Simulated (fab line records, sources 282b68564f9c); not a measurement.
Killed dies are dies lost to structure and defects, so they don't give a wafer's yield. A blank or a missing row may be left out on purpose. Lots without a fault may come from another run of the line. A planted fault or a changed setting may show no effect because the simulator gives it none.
A struck lot beside a sound one | flow rit_cmos | 17 steps out of a route of 202
Sound: wafers L294.2, L294.5, L294.6. Struck: wafers L288.2, L288.3, L288.6. The cause comes at the end.
At each step with rows: each side's tool, then ch and its chambers, then its first start. Under that, the readings that differ: sound wafers | struck wafers | difference of the means | sigmas: that difference in standard deviations of wafers without a fault.
alike: readings whose means differ by less than 2 such deviations, and words and numbers that are the same on both sides. not compared: withheld readings, readings that some wafer has no value for, bounds like >300 that may hide the same value, and numbers for which the record gives no deviation and whose values overlap.
The two part at a step that has a row with sigmas, a row that says differs or no value, or rows on one side only. Numbers that don't overlap but have no deviation are shown without sigmas and don't part them. A reading that every wafer of one side lacks parts them only if that side has two wafers or more.

RIT_NWELL_TW_MEAS_10:
  sound on film_metro-04, day 5 11:40; struck on film_metro-03, day 4 05:33
  alike: NWELL_TW
then, 6 steps without rows for these wafers: RIT_PWELL_HMDS_00 (prime time 60 s); RIT_PWELL_COAT_01 (resist thk 1300 nm); RIT_PWELL_SOFTBAKE_02 (time 60 s); RIT_PWELL_EXPOSE_03 (exposes mask M3, target cd 43700 nm); RIT_PWELL_PEB_04; RIT_PWELL_DEVELOP_05 (develop time 68 s).
RIT_PWELL_OVL_MEAS_06:
  sound on overlay-01, day 5 12:43; struck on overlay-02, day 4 06:38
  alike: PWELL_OVL
then, 2 steps without rows for these wafers: RIT_PWELL_HARDBAKE_07 (time 120 s); RIT_PWELL_IMPLANT_08.
RIT_PWELL_STRIP_09: strips in O2, time 180 s.
  sound on plasma_asher-01 ch 0,1, day 5 13:09; struck on plasma_asher-01 ch 0,1, day 4 07:08
  alike: drypump_motor_current_A, o2_flow_sccm, rf_refl_power_W
  not compared: rf_hours_counter_h
RIT_PWELL_TW_MEAS_10:
  sound on film_metro-01, day 5 13:20; struck on film_metro-04, day 4 07:19
  alike: PWELL_TW
RIT_WELLDRIVE_ANNEAL_00: time 14700 s.
  sound on furnace-04 ch 0, day 5 13:52; struck on furnace-01 ch 0, day 4 07:22
  reading                | sound                | struck               | difference | sigmas
  spike_tc_centre_C (C)  | 1098.4 1099.9 1098.5 | 1118.7 1118.3 1115.8 | +18.7      | +11
  spike_tc_load_C (C)    | 1128.0 1129.7 1128.1 | 1139.5 1138.8 1138.7 | +10.4      | +5
  spike_tc_source_C (C)  | 1124.8 1122.7 1124.9 | 1142.8 1139.4 1141.2 | +17.0      | +8
  tube_center_temp_C (C) | 1100 1100 1099.8     | 1115.1 1115 1115.1   | +15.1      | +99 or more
  tube_center_temp_C_max | 1102.8 1102.3 1102.8 | 1118.3 1117.7 1119.8 | +16.0      | +33
RIT_WELLDRIVE_RS_MEAS_01: measures by four-point-probe.
  sound on film_metro-04, day 5 18:58; struck on film_metro-03, day 4 12:29
  reading           | sound             | struck            | difference | sigmas
  NWELL_RS (ohm/sq) | 276.5 277.2 276.7 | 258.9 259.0 258.9 | -17.9      | -23
RIT_WELLDRIVE_RS_MEAS_02: measures by four-point-probe.
  sound on film_metro-04, day 5 19:05; struck on film_metro-03, day 4 12:36
  reading           | sound             | struck            | difference | sigmas
  PWELL_RS (ohm/sq) | 431.2 431.4 431.3 | 412.7 413.9 412.2 | -18.4      | -14
then, 1 step without rows for these wafers: RIT_NRETRO_HMDS_00 (prime time 60 s).
RIT_M1_PROBE_99:
  sound on prober-02, day 6 23:43; struck on prober-02, day 5 17:33
  reading                             | sound             | struck            | difference | sigmas
  model.etest.nwell_pinched.rs_ohm_sq | 338.2 341.2 339.3 | 312.5 311.7 310.8 | -27.9      |
  model.etest.pwell_pinched.rs_ohm_sq | 449.1 455.8 454.4 | 440.4 440.3 448.9 | -9.9       |
  model.etest.pwell.rs_ohm_sq         | 406.4 412.1 410.8 | 397 393 398.6     | -14        |
  model.etest.nmos_narrow.drive_ua_um | 199.6 202.3 206.8 | 208.1 218.1 211.4 | +9.6       |
  model.etest.nmos_0p3.drive_ua_um    | 200.8 203.9 205.2 | 206.5 212.9 209   | +6.2       |
  model.etest.pmos_narrow.drive_ua_um | 88.4 89.33 91.3   | 94.87 98.42 95.98 | +6.75      |
  model.etest.pmos_0p3.drive_ua_um    | 87.28 88.74 88.87 | 91.83 93.66 92.54 | +4.38      |
  model.etest.field_n.vt_v (V)        | 34.22 34.73 33.53 | 31.79 31.5 31.42  | -2.59      |
  alike: killed_at_contacts, killed_at_front_end, killed_dies, killed_open, killed_short

WHERE THEY PART
First at RIT_WELLDRIVE_ANNEAL_00; last, within this record, at RIT_WELLDRIVE_RS_MEAS_02. Later steps at which nothing parts them and some readings are alike: RIT_M1_PROBE_99.

WHY: what the simulator had put in
Process parameter drift: furnace-01, from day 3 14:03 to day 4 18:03, at RIT_WELLDRIVE_ANNEAL_00. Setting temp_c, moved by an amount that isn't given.
